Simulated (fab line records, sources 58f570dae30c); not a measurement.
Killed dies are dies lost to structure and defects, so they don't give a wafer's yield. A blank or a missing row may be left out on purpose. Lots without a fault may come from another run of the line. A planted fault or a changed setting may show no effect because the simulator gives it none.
fab line records | flow berkeley_cmos170
record lots=5 wafers=27
route steps=331 shown M2@289
start_h: hours from the record's first day to the start of the lot's first wafer shown | wait_h: hours since the lot's step before | " the same as in the row above | L1.1+2: a row that stands for several wafers | - no value, or no start given | * or withheld: withheld | < > ~ a bound
route shown NAME@n: a module of which the file shows steps, and the number in the route of the first | usual: mean/standard deviation of fault-free wafers | same: alike in all rows | chamber/n: place in a boat | sites: the reading at each site | _std_site: their standard deviation | _edge_site: outer sites' mean less inner sites' | radius_mm: how far each site lies from the wafer's centre | mask NAME#n: copy n | behind: the tool/chamber that last shaped the wafer | hold: why the lot was held/for how many hours/how that ended | device: the transistor (n, p or np) that didn't switch | end of line: the same wafers' tests at the end of the route | a step without rows: its recipe alone | killed: dies lost to structure and defects at the first sort, not the wafer's yield | map: a wafer's dies, x killed, . not, _ none there
set.NAME: the setting as run; set.NAME@STEP: as run at that earlier step | model.NAME: the simulator's own value behind a step, which no gauge read
lots whose settings were changed on purpose; a table a step, a row a wafer
## steps
# step UCB170_M2_METAL_ETCH_18
# recipe chemistry=Cl2/BCl3 target=Al stop_on=SiO2 pressure_mtorr=12 target_depth_a=11700 over_etch_frac=0.3 time_s=195 icp_w=600 bias_w=120 Cl2_flow_sccm=90 bcl3_flow_sccm=45
# usual oes_product_au=0.857/0.018
# columns lot.wafer tool chamber start_h wait_h set.time_s oes_product_au model.M2.feature_depth_nm model.KrF_of_M2_COAT_10.thk_nm
L075.1 rie_metal-02 1 149.29 - 195 0.878 973.3 197.3
L075.2 " 0 " " 300.1 0.858 998.3 0
L075.3 " 0 " " 195 0.884 969.5 247.4
L075.4 " 1 " " 300.1 0.848 1013 0
L075.5 " 1 " " 300.1 0.857 1022 0
L075.6 " 0 " " 195 0.873 967.1 244.3
L077.1 rie_metal-02 1 165.37 - 195 0.853 941.1 191.3
L077.2 " 0 " " 195 0.860 943.4 244
L077.3 " 1 " " 195 0.866 952.6 190
L077.4 " 0 " " 195 0.863 948.1 245.5
L077.5 " 1 " " 195 0.864 956 192
L077.6 " 0 " " 195 0.862 949.2 245.2
L076.1 rie_metal-04 1 166.07 - 195 0.859 948.5 212
L076.2 " 0 " " 308.7 0.805 1004 0
L076.3 " 0 " " 308.7 0.805 1004 0
L076.4 " 1 " " 195 0.860 950.4 215.7
L076.5 " 1 " " 195 0.858 951.8 219.1
L076.6 " 0 " " 308.7 0.808 995 0
L078.1 rie_metal-01 0 183.68 - 106.7 0.994 654.3 510.2
L078.2 " 0 " " 106.7 0.995 657.9 507.1
L078.3 " 0 " " 195 0.839 965.6 192.9
L078.4 " 0 " " 106.7 0.990 656.2 508.4
L078.5 " 0 " " 195 0.843 963.9 193.3
L078.6 " 0 " " 195 0.841 974.5 195
L081.2 rie_metal-02 0 183.82 - 195 0.877 961.8 252.5
L081.4 " 1 " " 195 0.877 967.5 194.2
L081.6 " 1 " " 195 0.862 964.4 206.8
# step UCB170_M2_STRIP_19
# recipe chemistry=O2 power_w=400 pressure_mtorr=3500 platen_temp_c=withheld o2_flow_sccm=400 overash_fraction=0.5
# usual oes_product_au=0.543/0.021
# columns lot.wafer tool chamber start_h wait_h set.time_s@M2_METAL_ETCH_18 oes_product_au
L075.1 plasma_asher-03 1 149.48 0.1 195 0.530
L075.2 " 0 " " 300.1 0.307
L075.3 " 0 " " 195 0.580
L075.4 " 1 " " 300.1 0.313
L075.5 " 0 " " 300.1 0.315
L075.6 " 1 " " 195 0.573
L077.1 plasma_asher-02 0 165.55 0.1 195 0.523
L077.2 " 1 " " 195 0.580
L077.3 " 1 " " 195 0.526
L077.4 " 0 " " 195 0.578
L077.5 " 1 " " 195 0.522
L077.6 " 0 " " 195 0.577
L076.1 plasma_asher-03 1 166.26 0.1 195 0.538
L076.2 " 0 " " 308.7 0.320
L076.3 " 1 " " 308.7 0.309
L076.4 " 0 " " 195 0.546
L076.5 " 1 " " 195 0.551
L076.6 " 0 " " 308.7 0.317
L081.2 plasma_asher-01 1 184.01 0.1 195 0.580
L081.4 " 0 " " 195 0.522
L081.6 " 0 " " 195 0.539
L078.1 plasma_asher-03 0 184.06 0.3 106.7 0.718
L078.2 " 1 " " 106.7 0.719
L078.3 " 0 " " 195 0.528
L078.4 " 1 " " 106.7 0.720
L078.5 " 1 " " 195 0.518
L078.6 " 0 " " 195 0.524
# step UCB170_M2_CD_MEAS_90
# recipe target_cd_nm=700
# usual cd_nm=698/3.5
# columns lot.wafer tool chamber start_h wait_h set.time_s@M2_METAL_ETCH_18 cd_nm
L075.1 cd_sem-02 - 149.58 0.1 195 697
L075.2 " - " " 300.1 674
L075.3 " - " " 195 697
L075.4 " - " " 300.1 674
L075.5 " - " " 300.1 671
L075.6 " - " " 195 699
L077.1 cd_sem-01 - 165.86 0.3 195 695
L077.2 " - " " 195 702
L077.3 " - " " 195 695
L077.4 " - " " 195 699
L077.5 " - " " 195 701
L077.6 " - " " 195 700
L076.1 cd_sem-01 - 166.36 0.1 195 701
L076.2 " - " " 308.7 666
L076.3 " - " " 308.7 666
L076.4 " - " " 195 700
L076.5 " - " " 195 698
L076.6 " - " " 308.7 666
L081.2 cd_sem-02 - 184.13 0.1 195 698
L081.4 " - " " 195 702
L081.6 " - " " 195 701
L078.1 cd_sem-01 - 184.16 0.1 106.7 720
L078.2 " - " " 106.7 719
L078.3 " - " " 195 698
L078.4 " - " " 106.7 721
L078.5 " - " " 195 696
L078.6 " - " " 195 698
## key
split step=UCB170_M2_METAL_ETCH_18 setting=time_s stated=195 by=wafer
response step=UCB170_M2_METAL_ETCH_18 reading=oes_product_au shape=bent at_lowest=0.993 at_stated=0.862 at_highest=0.806
response step=UCB170_M2_METAL_ETCH_18 reading=model.M2.feature_depth_nm shape=bent at_lowest=656.1 at_stated=958.3 at_highest=1001
response step=UCB170_M2_METAL_ETCH_18 reading=model.KrF_of_M2_COAT_10.thk_nm change=-4.69 per=1% r=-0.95
response step=UCB170_M2_STRIP_19 reading=oes_product_au change=-0.00427 per=1% r=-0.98
response step=UCB170_M2_CD_MEAS_90 reading=cd_nm change=-0.517 per=1% r=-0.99
